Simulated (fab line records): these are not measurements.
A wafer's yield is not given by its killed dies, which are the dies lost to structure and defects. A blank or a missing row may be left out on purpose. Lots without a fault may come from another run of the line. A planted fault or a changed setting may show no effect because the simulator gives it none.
Check of tool commonality ; flow berkeleyCmos170 ; Sampled: 14 lots, 42 wafers

THE REASON FOR OPENING IT
UCB170_SDANNEAL_RS_MEAS_05, reading NLDD_RS: flagged on 2 of 14 lots. Fault-free wafers read 616.2 ohm/sq, with a standard deviation of 1.3.
Rule: a lot gets a flag if all its wafers with a number sit over 4 standard deviations from that mean, or if no wafer of it has a number. All remaining lots are regarded as sound.

lot;measured;on;NLDD_RS (ohm/sq), wafer by wafer;flag
L226;day 8 12:09;filmMetro-04;616.9 616.5 615.9;
L230;day 8 20:33;filmMetro-01;616.0 616.7 612.9;
L229;day 8 20:43;filmMetro-04;615.3 615.0 615.0;
L228;day 9 03:08;filmMetro-01;616.5 616.5 615.6;
L232;day 9 04:05;filmMetro-01;618.1 616.2 618.0;
L231;day 9 04:44;filmMetro-01;615.3 617.7 616.9;
L233;day 9 18:49;filmMetro-04;617.8 616.8 616.2;
L234;day 9 19:49;filmMetro-01;617.1 616.0 617.6;
L237;day 10 05:47;filmMetro-04;641.3 641.2 641.0;FLAGGED
L241;day 11 12:05;filmMetro-03;644.4 645.6 645.2;FLAGGED
L244;day 11 12:16;filmMetro-01;615.6 615.9 614.9;
L240;day 11 12:35;filmMetro-04;617.8 616.5 616.5;
L245;day 12 04:44;filmMetro-04;618.3 616.9 615.9;
L247;day 12 05:16;filmMetro-01;613.9 616.0 616.6;
On average the flagged lots' numbers are 643.1 ohm/sq, which is +26.9 ohm/sq against the usual, or +21 standard deviations.

WHICH TOOL RAN EACH LOT
The record holds 1 process step before the reading, out of a route of 331 steps. Cell contents, in order: the tool; ch with the chambers the sampled wafers went through; the start.
lot;flag;UCB170_NLDD_IMPLANT_08
L226;;implanter-02 ch 0, day 7 22:47
L230;;implanter-04 ch 0, day 8 08:32
L229;;implanter-03 ch 0, day 8 08:16
L228;;implanter-04 ch 0, day 8 15:08
L232;;implanter-03 ch 0, day 8 15:18
L231;;implanter-04 ch 0, day 8 16:35
L233;;implanter-03 ch 0, day 9 03:31
L234;;implanter-04 ch 0, day 9 03:54
L237;FLAGGED;implanter-03 ch 0, day 9 18:57
L241;FLAGGED;implanter-03 ch 0, day 11 01:10
L244;;implanter-04 ch 0, day 11 01:27
L240;;implanter-02 ch 0, day 11 01:35
L245;;implanter-02 ch 0, day 11 16:48
L247;;implanter-04 ch 0, day 11 16:07
These steps, and what they do:
- UCB170_NLDD_IMPLANT_08
- UCB170_SDANNEAL_RS_MEAS_05: measures by four-point-probe.

FLAGGED AGAINST TOTAL, ONE TOOL AT A TIME (gauges that did the reading follow at the end)
step;tool;lots run;flagged;share of the flagged lots;sound lots run after its first flagged lot
UCB170_NLDD_IMPLANT_08;implanter-02;3;0;none;-
UCB170_NLDD_IMPLANT_08;implanter-03;5;2;all;0
UCB170_NLDD_IMPLANT_08;implanter-04;6;0;none;-
UCB170_SDANNEAL_RS_MEAS_05;filmMetro-01;7;0;none;-
UCB170_SDANNEAL_RS_MEAS_05;filmMetro-03;1;1;some;0
UCB170_SDANNEAL_RS_MEAS_05;filmMetro-04;6;1;some;2 (L240,L245)

WHAT THE TABLE PERMITS
1 row of the table ran every flagged lot: implanter-03 at UCB170_NLDD_IMPLANT_08.
- implanter-03 at UCB170_NLDD_IMPLANT_08: 2 of its 5 lots flagged. Its last sound lot is L233 (day 9 03:31), its first flagged lot L237 (day 9 18:57): a fault that began between those two fits. Its own readings lie more than 4 standard deviations out on every wafer of the flagged lots: doseIonsCm2, faradayCurrentUA.
Just one tool remains: implanter-03 at UCB170_NLDD_IMPLANT_08.

WHAT THE SIMULATOR HAD PUT IN
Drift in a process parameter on implanter-03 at UCB170_NLDD_IMPLANT_08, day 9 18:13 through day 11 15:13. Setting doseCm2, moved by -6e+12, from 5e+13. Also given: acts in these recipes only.
Lots struck among those shown: L237, L241. The rule above reached the same finding.
